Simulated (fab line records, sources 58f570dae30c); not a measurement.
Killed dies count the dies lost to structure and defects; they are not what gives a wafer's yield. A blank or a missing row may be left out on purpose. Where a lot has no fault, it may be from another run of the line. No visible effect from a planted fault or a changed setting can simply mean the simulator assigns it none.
Problem report in the 8D (eight disciplines) form, filled by code :: flow berkeleyCmos170 :: the parts of the form that need people (team, actions taken, sign-off) are left out

## 1. THE PROBLEM
runLengthS at UCB170_V1_SOFTBAKE_08 reads a mean of 106.61 s on 6 wafers of 2 lots; wafers without a fault read 88.98 s with a standard deviation of 0.14. So: +99 or more standard deviations from the usual mean.
The step: time 60 s.
Seen first at day 10 03:35 on lithoTrack-03, wafer L633.1. The record has a number at this step for 42 wafers belonging to 14 lots. Rule for "out", or "out of limits": more than 4 standard deviations from the usual mean. The rest of the wafers with a number are treated as sound.

## 2. WHAT IT IS, AND WHAT IT ISN'T
question: which readings at this step
is: runLengthS
is not: -

question: which lots
is: L633, L635
is not: L624, L625, L626, L627, L628, L629, L638, L639, L643, L644, L646, L647

question: which wafers of those lots
is: all that have a number
is not: -

question: read on which tools
is: lithoTrack-03
is not: lithoTrack-01, lithoTrack-02

question: when
is: from day 10 03:35
is not: up to then (18 sound wafers); but 18 sound wafers of L638, L639, L643, L644, L646, L647 came after

## 3. SUSPECTS, AND WHAT RULES EACH OUT
Counting: a tool stays on the suspect list if, at a process step up to the reading, it processed all lots that are out and no sound lot following the first of them.
- lithoTrack-03 at UCB170_V1_SOFTBAKE_08 (time 60 s): kept. It processed each lot that is out, first L633 at day 10 03:35, and no sound lot thereafter; up to then, the last sound lot it processed was L626 at day 8 18:43. Its own readings are out on those wafers: runLengthS.
The count leaves lithoTrack-03 at UCB170_V1_SOFTBAKE_08.

## 4. THE CAUSE (what the simulator had put in)
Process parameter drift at UCB170_V1_SOFTBAKE_08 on lithoTrack-03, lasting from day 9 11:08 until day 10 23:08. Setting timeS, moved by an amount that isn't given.
This tool alone remained once counting was done.

## 5. THE EFFECT CHAIN, in route order
Rows list readings where the struck wafers' mean (over those with a number) sits beyond 3 standard deviations from the usual. Only readings for which the record gives a usual standard deviation are gone through. hours: the time from each lot's start at the first step in this table that gives one to its start at this step, as a median over the lots. sigmas: the change in usual standard deviations.
hours: 0
step: UCB170_V1_SOFTBAKE_08
reading: runLengthS
usual: 88.98 s
on struck wafers: 106.61
change: +17.63
sigmas: +99 or more
Its process steps:
- UCB170_V1_SOFTBAKE_08: time 60 s.

## 6. HOW IT WOULD HAVE BEEN CAUGHT EARLIER
In this record the first reading out of limits was taken at day 10 03:35, 16 hours after the fault began at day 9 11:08.
